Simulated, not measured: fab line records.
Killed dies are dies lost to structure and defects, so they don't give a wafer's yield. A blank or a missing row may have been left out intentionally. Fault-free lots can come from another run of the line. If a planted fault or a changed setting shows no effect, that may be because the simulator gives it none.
Matching of chambers | flow berkeley-cmos170 | UCB170_SPACER_CVD_00 on pecvd-02: 3 sister chambers
The step deposits SiO2 from TEOS/O2, target thk 376 nm, time 47 s. 3 wafers are shown with their chamber, then 7 later ones without.

== WAFERS, EACH WITH ITS CHAMBER ==
wafer  | chamber | heater-power-w (W)
L340.6 | 1       | 222
L339.1 | 0       | 237
L339.3 | 2       | 279

== WAFERS WHOSE CHAMBER IS MISSING ==
wafer  | heater-power-w (W)
L339.5 | 287
L342.2 | 199
L342.3 | 268
L342.4 | 280
L343.2 | 203
L343.3 | 213
L343.4 | 240

== EACH ONE'S CHAMBER ==
wafer  | from the rows above     | in truth
L339.5 | 2                       | 2
L342.2 | can't be placed: 1 or 0 | 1
L342.3 | can't be placed: 2 or 0 | 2
L342.4 | 2                       | 2
L343.2 | can't be placed: 1 or 0 | 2
L343.3 | can't be placed: 1 or 0 | 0
L343.4 | can't be placed: 0 or 1 | 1
Placed correctly: 2 of 7. Can't be placed from these rows: 5 (the true chamber is among the candidates in 4). Number placed wrongly: 0.
How it was worked out, from the rows above alone: a wafer's distance from a chamber is the root of the sum, over the readings, of the square of ((its reading less the chamber's mean) divided by the reading's scatter). The wafer belongs to the nearest chamber; if the next one is less than 2 further off, it can't be placed. For every chamber, the mean is computed from those of its wafers that are shown. The scatter (one wafer shown for each chamber): square how far every hidden wafer sits from the nearest shown wafer, average those squares and take the square root.
